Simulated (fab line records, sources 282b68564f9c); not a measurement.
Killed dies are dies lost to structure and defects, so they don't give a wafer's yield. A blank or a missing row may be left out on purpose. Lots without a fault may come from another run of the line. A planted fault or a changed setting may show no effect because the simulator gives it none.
Which tool did it? | flow rit_cmos | 7 lots, 21 wafers sampled, at 2 steps of a route of 202

WHAT THE GAUGES READ, wafer by wafer
RIT_ACTIVE_THK_MEAS_02.
lot  | measured    | on            | ACTIVE_OXIDE_THK (nm)
L739 | day 1 17:04 | film_metro-04 | 47.6 47.5 47.3
L742 | day 2 08:04 | film_metro-04 | 45.8 46.8 46.1
L746 | day 3 04:03 | film_metro-04 | 58.7 60.0 58.4
L749 | day 3 19:03 | film_metro-02 | 58.7 58.1 58.2
L754 | day 4 20:05 | film_metro-03 | 46.9 47.5 46.8
L757 | day 5 13:32 | film_metro-02 | 48.1 47.6 47.7
L759 | day 5 21:03 | film_metro-02 | 47.3 46.8 46.7

WHICH TOOL RAN EACH LOT (tool, then ch and the chambers of the sampled wafers, then the start)
lot  | RIT_ACTIVE_OXIDATION_01
L739 | furnace-04 ch 0, day 1 15:07
L742 | furnace-03 ch 0, day 2 06:07
L746 | furnace-04 ch 0, day 3 02:07
L749 | furnace-04 ch 0, day 3 17:07
L754 | furnace-03 ch 0, day 4 18:07
L757 | furnace-03 ch 0, day 5 11:35
L759 | furnace-03 ch 0, day 5 19:07
- RIT_ACTIVE_OXIDATION_01: target thk 46.8 nm, ox time 3360 s.

THE ANSWER, worked out from the rows above alone
Rule: what is usual is taken from the lots themselves. Put in order of their means at a reading, lots are off if they are a third of the lots or fewer, leave a main group of 4 or more, and stand apart from it by a gap of 3 or more times the standard deviation of the main group's means; of several such gaps the widest counts. A main group whose means are all the same, to the digits that the tables above print for the reading, isn't used. A lot without any number at a reading at which 4 lots or more have one is off too. The other lots that the step has rows for count as sound.
Off: L746, L749, at RIT_ACTIVE_THK_MEAS_02 (ACTIVE_OXIDE_THK). The main group: mean 47.1 nm, standard deviation 0.53.
A tool fits if, at a process step before that reading, it ran every lot that is off, and no sound lot after the first of them. The gauges at RIT_ACTIVE_THK_MEAS_02 are tried like those tools. One fits: furnace-04 at RIT_ACTIVE_OXIDATION_01. Its last sound lot is L739 (day 1 15:07), its first lot that is off L746 (day 3 02:07): a fault that began between those two fits.

WHAT THE SIMULATOR HAD PUT IN
Process parameter drift: furnace-04, from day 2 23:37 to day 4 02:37, at RIT_ACTIVE_OXIDATION_01. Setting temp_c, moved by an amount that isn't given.
Lots struck among those shown: L746, L749. The rule above found the same.
